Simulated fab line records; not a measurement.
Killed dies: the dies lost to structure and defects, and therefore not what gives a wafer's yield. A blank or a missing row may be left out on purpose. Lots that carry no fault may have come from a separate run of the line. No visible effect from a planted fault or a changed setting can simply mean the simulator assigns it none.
Which tool is to blame? + flow berkeley_cmos170 + 14 lots with 42 wafers sampled at 3 steps, on a route of 331 steps

== WHAT THE GAUGES SHOWED, per wafer ==
UCB170_SILICIDE_RS_MEAS_02: a four-point-probe measurement.
| lot  | measured     | on            | SILICIDE_TI_RS (ohm/sq) |
|------|--------------|---------------|-------------------------|
| L419 | day 8 01:13  | film_metro-01 | 26.52 26.22 26.41       |
| L420 | day 8 18:52  | film_metro-02 | 26.30 26.36 26.58       |
| L421 | day 8 19:14  | film_metro-01 | 26.13 25.85 26.12       |
| L423 | day 8 19:42  | film_metro-02 | 26.38 26.35 26.30       |
| L427 | day 10 00:26 | film_metro-03 | 26.33 26.11 26.26       |
| L426 | day 10 00:39 | film_metro-01 | 26.54 26.25 26.23       |
| L424 | day 10 00:47 | film_metro-03 | 26.23 25.88 26.00       |
| L428 | day 10 11:04 | film_metro-03 | 26.15 26.00 26.07       |
| L429 | day 10 11:20 | film_metro-02 | 26.17 26.32 26.29       |
| L431 | day 10 23:16 | film_metro-03 | 26.20 25.96 26.36       |
| L437 | day 12 12:01 | film_metro-03 | 25.95 25.98 26.03       |
| L436 | day 12 12:28 | film_metro-03 | 39.97 38.89 39.31       |
| L439 | day 12 23:49 | film_metro-01 | 38.20 37.72 38.63       |
| L442 | day 13 15:10 | film_metro-03 | 25.67 26.16 25.47       |

UCB170_SILICIDE_THK_MEAS_03: measures by xrf.
| lot  | measured     | on            | SILICIDE_TI_THK (nm) |
|------|--------------|---------------|----------------------|
| L419 | day 8 01:19  | film_metro-01 | 30.05 30.38 30.08    |
| L420 | day 8 18:59  | film_metro-02 | 30.47 30.35 30.10    |
| L421 | day 8 19:19  | film_metro-01 | 30.60 30.69 30.42    |
| L423 | day 8 19:49  | film_metro-02 | 30.30 30.38 30.27    |
| L427 | day 10 00:33 | film_metro-03 | 30.50 30.67 30.55    |
| L426 | day 10 00:46 | film_metro-01 | 30.20 30.37 30.44    |
| L424 | day 10 00:54 | film_metro-03 | 30.43 30.81 30.53    |
| L428 | day 10 11:11 | film_metro-03 | 30.41 30.80 30.61    |
| L429 | day 10 11:28 | film_metro-02 | 30.69 30.42 30.55    |
| L431 | day 10 23:22 | film_metro-03 | 30.38 30.79 30.18    |
| L437 | day 12 12:07 | film_metro-03 | 30.76 30.75 30.66    |
| L436 | day 12 12:35 | film_metro-03 | 21.33 21.83 21.70    |
| L439 | day 12 23:55 | film_metro-01 | 22.21 22.47 21.98    |
| L442 | day 13 15:17 | film_metro-03 | 31.15 30.53 31.14    |

== TOOL THAT RAN EACH LOT (tool first, then ch and the chambers of the sampled wafers, then the start) ==
| lot  | UCB170_SILICIDE_SPUTTER_01   |
|------|------------------------------|
| L419 | pvd_sputter-02, day 8 01:10  |
| L420 | pvd_sputter-01, day 8 18:49  |
| L421 | pvd_sputter-02, day 8 19:08  |
| L423 | pvd_sputter-01, day 8 19:39  |
| L427 | pvd_sputter-02, day 10 00:17 |
| L426 | pvd_sputter-04, day 10 00:37 |
| L424 | pvd_sputter-01, day 10 00:44 |
| L428 | pvd_sputter-04, day 10 11:02 |
| L429 | pvd_sputter-01, day 10 11:19 |
| L431 | pvd_sputter-02, day 10 23:13 |
| L437 | pvd_sputter-01, day 12 11:56 |
| L436 | pvd_sputter-04, day 12 12:25 |
| L439 | pvd_sputter-04, day 12 23:46 |
| L442 | pvd_sputter-01, day 13 15:08 |
- UCB170_SILICIDE_SPUTTER_01: material Ti, target thk 30 nm, time 25 s.

== AS READ BY THE TOOLS THEMSELVES (means over the sampled wafers that have a number; for cases with no such wafer, the mark the record gives instead) ==
UCB170_SILICIDE_SPUTTER_01.
| lot  | tool           | throttle_valve_pct (%) |
|------|----------------|------------------------|
| L419 | pvd_sputter-02 | 29.1                   |
| L420 | pvd_sputter-01 | 28.9                   |
| L421 | pvd_sputter-02 | 30.6                   |
| L423 | pvd_sputter-01 | 29.3                   |
| L427 | pvd_sputter-02 | 30.3                   |
| L426 | pvd_sputter-04 | 29.6                   |
| L424 | pvd_sputter-01 | 30.0                   |
| L428 | pvd_sputter-04 | 29.7                   |
| L429 | pvd_sputter-01 | 30.6                   |
| L431 | pvd_sputter-02 | 29.3                   |
| L437 | pvd_sputter-01 | 29.6                   |
| L436 | pvd_sputter-04 | 29.8                   |
| L439 | pvd_sputter-04 | 29.2                   |
| L442 | pvd_sputter-01 | 29.9                   |

== THE ANSWER, worked out from the rows above alone ==
Rule: what is usual is taken from the lots themselves. The widest of any qualifying gaps counts: lots, ordered by their means at a reading, are off when they make up no more than a third of the lots, leave a main group of 4 or more, and stand apart from it by 3 or more times the standard deviation of that group's means. If all means in a main group match to the digits the tables above print for the reading, that group is not used. A lot without any number at a reading at which 4 lots or more have one is off too. All remaining lots with rows at the step are treated as sound. After the gauges, taken in route order, come the tools' own readings; for these a lot's mean is taken, as printed above. The first step at which some lot is off is used, and at that step the reading that is off furthest; a lot without a number counts as furthest.
Off: at UCB170_SILICIDE_RS_MEAS_02 (SILICIDE_TI_RS), L436, L439. The main group: mean 26.17 ohm/sq, standard deviation 0.19.
If a tool, at a process step before that reading, ran all the lots that are off and no sound lot after the first of them, it fits. Those tools and the gauges at UCB170_SILICIDE_RS_MEAS_02 are tried in the same way. One candidate fits, namely pvd_sputter-04 at UCB170_SILICIDE_SPUTTER_01. Its last sound lot is L428 (day 10 11:02), its first lot that is off L436 (day 12 12:25): a fault that began between those two fits.

== WHAT WAS PUT IN BY THE SIMULATOR ==
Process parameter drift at UCB170_SILICIDE_SPUTTER_01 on pvd_sputter-04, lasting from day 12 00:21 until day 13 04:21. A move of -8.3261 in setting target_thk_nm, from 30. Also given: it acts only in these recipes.
Struck lots among those shown: L436, L439. The same result came from the rule above.
